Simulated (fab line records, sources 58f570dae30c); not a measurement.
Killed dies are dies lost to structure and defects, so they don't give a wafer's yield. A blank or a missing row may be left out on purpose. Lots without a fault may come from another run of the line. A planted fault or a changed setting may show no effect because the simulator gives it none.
fab line records | flow berkeley_cmos170
record lots=15 wafers=45 last_day=13
route steps=331 shown PWELL@50 PVT@121 M1@245 V2@295
lots that met no fault: from a run of the same line without faults
start_h: hours from the record's first day to the start of the lot's first wafer shown | wait_h: hours since the lot's step before | " the same as in the row above | L1.1+2: a row that stands for several wafers | - no value, or no start given | * or withheld: withheld | < > ~ a bound
route shown NAME@n: a module of which the file shows steps, and the number in the route of the first | usual: mean/standard deviation of fault-free wafers | same: alike in all rows | chamber/n: place in a boat | sites: the reading at each site | _std_site: their standard deviation | _edge_site: outer sites' mean less inner sites' | radius_mm: how far each site lies from the wafer's centre | mask NAME#n: copy n | behind: the tool/chamber that last shaped the wafer | hold: why the lot was held/for how many hours/how that ended | device: the transistor (n, p or np) that didn't switch | end of line: the same wafers' tests at the end of the route | a step without rows: its recipe alone | killed: dies lost to structure and defects at the first sort, not the wafer's yield | map: a wafer's dies, x killed, . not, _ none there
set.NAME: the setting as run; set.NAME@STEP: as run at that earlier step | model.NAME: the simulator's own value behind a step, which no gauge read
steps of the route over a sample of lots; a table a step, a row a wafer
services: from which hour (start_h, from the record's first day; less than 0 if before it) a tool's chamber was out of use, for how many hours, and why
## steps
# step UCB170_PWELL_STRIP_16
# recipe chemistry=O2 power_w=400 pressure_mtorr=3500 platen_temp_c=withheld o2_flow_sccm=400 overash_fraction=0.5
# usual drypump_motor_current_A=5.5/0.53 oes_product_au=0.722/0.0043 strip_time_to_endpoint_s=18.07/0.11
# columns lot.wafer tool chamber start_h wait_h drypump_motor_current_A oes_product_au rf_hours_counter_h strip_time_to_endpoint_s
L545.2 plasma_asher-03 1 52.39 0.1 5.2 0.724 26 18.12
L545.3 " 1 " " 5.1 0.721 - 17.99
L545.6 " 1 " " 5.2 0.718 - 17.87
L547.1 plasma_asher-04 0 65.70 0.1 6.3 0.718 28 18.01
L547.4 " 1 " " 5.7 0.725 - 17.93
L547.5 " 1 " " 5.8 0.720 - 17.87
L549.1 plasma_asher-03 1 73.50 0.1 5.2 0.725 30 18.02
L549.2 " 0 " " 4.8 0.718 30 18.01
L549.5 " 0 " " 4.8 0.724 - 17.94
L548.3 plasma_asher-01 0 73.81 0.1 5.9 0.713 - 18.14
L548.5 " 0 " " 5.9 0.723 - 18.10
L548.6 " 1 " " 6.0 0.718 - 17.99
L550.1 plasma_asher-01 1 79.29 0.1 6.0 0.717 40 18.03
L550.2 " 0 " " 5.9 0.723 40 18.03
L550.4 " 1 " " 6.0 0.721 - 18.17
L552.1 plasma_asher-01 1 87.21 0.1 6.0 0.727 41 18.04
L552.2 " 0 " " 5.9 0.710 41 17.98
L552.4 " 1 " " 6.0 0.719 - 18.08
L553.2 plasma_asher-03 0 99.22 0.1 4.8 0.717 32 18.05
L553.3 " 0 " " 4.9 0.726 - 17.84
L553.4 " 1 " " 5.2 0.717 - 17.91
L554.2 plasma_asher-04 1 107.66 0.1 5.7 0.723 32 18.12
L554.3 " 1 " " 5.7 0.723 - 18.07
L554.5 " 0 " " 6.3 0.720 - 18.10
L556.1 plasma_asher-03 1 116.15 0.1 5.2 0.721 34 18.13
L556.2 " 0 " " 4.8 0.722 34 18.00
L556.5 " 1 " " 5.2 0.727 - 18.12
L557.1 plasma_asher-04 1 116.42 0.1 5.7 0.724 34 18.07
L557.2 " 0 " " 6.3 0.725 34 18.13
L557.4 " 0 " " 6.3 0.728 - 18.24
L559.1 plasma_asher-03 0 123.94 0.1 4.8 0.722 35 18.08
L559.5 " 1 " " 5.2 0.720 - 18.16
L559.6 " 0 " " 4.8 0.719 - 18.10
L560.1 plasma_asher-01 1 135.98 0.1 6.0 0.716 2 18.12
L560.5 " 1 " " 6.0 0.720 - 18.13
L560.6 " 0 " " 5.9 0.720 - 18.18
L558.1 plasma_asher-04 0 136.10 0.1 6.3 0.726 36 18.10
L558.4 " 1 " " 5.7 0.714 - 18.14
L558.5 " 1 " " 5.7 0.718 - 18.11
L567.2 plasma_asher-04 1 163.61 0.1 5.7 0.722 38 18.16
L567.4 " 1 " " 5.7 0.722 - 18.27
L567.5 " 0 " " 6.3 0.724 - 18.08
L568.1 plasma_asher-04 1 177.13 0.1 5.7 0.716 39 18.20
L568.2 " 0 " " 6.3 0.721 39 18.05
L568.3 " 1 " " 5.7 0.717 - 18.05
# step UCB170_PVT_OVL_MEAS_06
# usual PVT_OVL=0/5.9
# columns lot.wafer tool chamber start_h wait_h PVT_OVL[nm]
L545.2 overlay-01 - 131.16 - -11
L545.3 " - " " -8
L545.6 " - " " -8
L547.1 overlay-01 - 141.82 - -7
L547.4 " - " " 6
L547.5 " - " " -6
L549.1 overlay-02 - 152.98 - 2
L549.2 " - " " 0
L549.5 " - " " 7
L548.3 overlay-01 - 153.23 - -6
L548.5 " - " " -7
L548.6 " - " " 2
L550.1 overlay-02 - 153.50 - 6
L550.2 " - " " 4
L550.4 " - " " 5
L552.1 overlay-02 - 164.37 - 9
L552.2 " - " " 8
L552.4 " - " " 4
L553.2 overlay-02 - 176.98 - 0
L553.3 " - " " 4
L553.4 " - " " 4
L556.1 overlay-01 - 188.40 - 0
L556.2 " - " " 11
L556.5 " - " " -2
L554.2 overlay-02 - 188.52 - 0
L554.3 " - " " 4
L554.5 " - " " -2
L559.1 overlay-02 - 197.96 - -5
L559.5 " - " " -8
L559.6 " - " " -8
L557.1 overlay-02 - 198.40 - -7
L557.2 " - " " -3
L557.4 " - " " 10
L558.1 overlay-02 - 215.80 - -7
L558.4 " - " " 5
L558.5 " - " " -3
L560.1 overlay-02 - 216.08 - -9
L560.5 " - " " -13
L560.6 " - " " -9
L567.2 overlay-01 - 233.67 - -6
L567.4 " - " " -11
L567.5 " - " " -6
L568.1 overlay-01 - 250.26 - 5
L568.2 " - " " 5
L568.3 " - " " 11
# step UCB170_M1_PEB_07
# recipe peb_temp_c=130 peb_time_s=withheld resist=KrF
# usual chill_plate_temp_C=23.02/0.13 exhaust_pa=44.8/0.82 plate_temp_C=129.97/0.15
# columns lot.wafer tool chamber start_h wait_h chill_plate_temp_C exhaust_pa plate_temp_C
L545.2 litho_track-04 0 171.54 0.1 23.03 44.1 129.95
L545.3 " 0 " " 23.13 45.3 130.15
L545.6 " 0 " " 23.04 43.6 130.08
L547.1 litho_track-04 0 180.44 0.4 23.06 43.0 130.08
L547.4 " 0 " " 23.09 44.5 129.95
L547.5 " 0 " " 22.88 45.7 130.14
L549.1 litho_track-01 0 195.69 0.1 22.91 43.8 129.89
L549.2 " 0 " " 23.01 44.1 130.09
L549.5 " 0 " " 23.04 43.7 130.02
L550.1 litho_track-02 0 196.87 0.8 23.02 44.5 129.93
L550.2 " 0 " " 23.08 44.4 130.04
L550.4 " 0 " " 22.99 44.1 130.22
L548.3 litho_track-02 0 197.85 0.1 23.18 43.8 130.06
L548.5 " 0 " " 23.21 45.0 130.28
L548.6 " 0 " " 23.09 44.4 130.13
L552.1 litho_track-04 0 202.67 0.1 23.12 44.4 129.62
L552.2 " 0 " " 23.23 45.2 129.71
L552.4 " 0 " " 23.06 45.6 129.89
L553.2 litho_track-04 0 220.44 0.5 22.96 44.8 129.68
L553.3 " 0 " " 22.85 45.4 129.81
L553.4 " 0 " " 22.88 44.4 130.12
L554.2 litho_track-04 0 231.70 0.1 23.00 46.2 129.88
L554.3 " 0 " " 22.95 43.4 129.79
L554.5 " 0 " " 23.15 46.7 129.77
L556.1 litho_track-01 0 233.21 0.5 22.87 44.5 129.79
L556.2 " 0 " " 22.86 45.3 129.69
L556.5 " 0 " " 22.91 45.4 129.86
L559.1 litho_track-01 0 241.53 0.1 23.14 45.3 129.70
L559.5 " 0 " " 23.01 44.4 129.80
L559.6 " 0 " " 22.98 44.6 129.74
L557.1 litho_track-01 - 242.25 0.6 - - -
L557.2 " - " " - - -
L557.4 " - " " - - -
L558.1 litho_track-04 - 255.43 0.6 - - -
L558.4 " - " " - - -
L558.5 " - " " - - -
L560.1 litho_track-02 - 256.64 0.1 - - -
L560.5 " - " " - - -
L560.6 " - " " - - -
L567.2 litho_track-02 0 272.03 0.3 23.06 44.8 129.90
L567.4 " 0 " " 22.98 45.7 129.89
L567.5 " 0 " " 22.94 45.6 130.15
L568.1 litho_track-04 0 293.82 0.1 23.09 43.8 129.82
L568.2 " 0 " " 22.94 45.7 129.84
L568.3 " 0 " " 23.05 46.3 129.72
# step UCB170_V2_BOW_MEAS_03
# recipe mode=bow
# usual V2_BOW=36/6.2
# columns lot.wafer tool chamber start_h wait_h V2_BOW[um]
L545.2 film_metro-03 - 179.33 0.2 32
L545.3 " - " " 33
L545.6 " - " " 27
L547.1 film_metro-03 - 188.13 0.2 42
L547.4 " - " " 28
L547.5 " - " " 39
L549.1 film_metro-03 - 205.56 0.1 42
L549.2 " - " " 41
L549.5 " - " " 32
L550.1 film_metro-04 - 205.79 0.2 38
L550.2 " - " " 22
L550.4 " - " " 40
L548.3 film_metro-01 - 206.80 0.3 34
L548.5 " - " " 38
L548.6 " - " " 41
L552.1 film_metro-03 - 215.20 0.2 27
L552.2 " - " " 38
L552.4 " - " " 41
L553.2 film_metro-03 - 228.23 0.1 39
L553.3 " - " " 31
L553.4 " - " " 33
L554.2 film_metro-04 - 241.30 0.2 34
L554.3 " - " " 32
L554.5 " - " " 38
L556.1 film_metro-04 - 242.37 0.2 38
L556.2 " - " " 35
L556.5 " - " " 41
L559.1 film_metro-04 - 250.71 0.2 29
L559.5 " - " " 36
L559.6 " - " " 50
L567.2 film_metro-03 - 281.70 0.3 35
L567.4 " - " " 41
L567.5 " - " " 31
L568.1 film_metro-03 - 305.09 0.2 35
L568.2 " - " " 35
L568.3 " - " " 36
## services
# columns tool chamber start_h hours kind
plasma_asher-01 - 108.75 9.0 pm
plasma_asher-01 0 108.75 9.0 vent_cycle
plasma_asher-01 1 108.75 9.0 vent_cycle
plasma_asher-01 0 117.75 - clean
plasma_asher-01 1 117.75 - clean
plasma_asher-03 - 174.90 2.8 pm
plasma_asher-04 - 184.38 2.9 repair
plasma_asher-01 - 207.41 2.8 pm
plasma_asher-03 - 258.49 1.6 repair
plasma_asher-04 - 284.63 1.3 repair
## key
first_sign step=UCB170_M1_PEB_07 reading=tool_record direction=missing
effect none on later readings
met_at UCB170_M1_PEB_07
struck_lots L557,L558,L560
later_rows_left_out L557.1,L557.2,L557.4,L558.1,L558.4,L558.5,L560.1,L560.5,L560.6
sort_left_out L557.1,L557.2,L557.4,L558.1,L558.4,L558.5,L560.1,L560.5,L560.6
not_acting_at UCB170_PWELL_STRIP_16,UCB170_PVT_OVL_MEAS_06,UCB170_V2_BOW_MEAS_03
onset_between 241.53 242.25
fault kind=skipped_step_whole tool=litho_track-01,litho_track-02,litho_track-04 chamber=- onset_h=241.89 steps=UCB170_M1_PEB_07 scope=struck_lots_only
# sort_left_out: the simulated sort isn't trusted on such a fault, so these wafers' sort isn't shown, and their yield isn't known
# later_rows_left_out: the simulator's readings of these wafers behind a module that went badly wrong aren't trusted and aren't shown, but for the sort
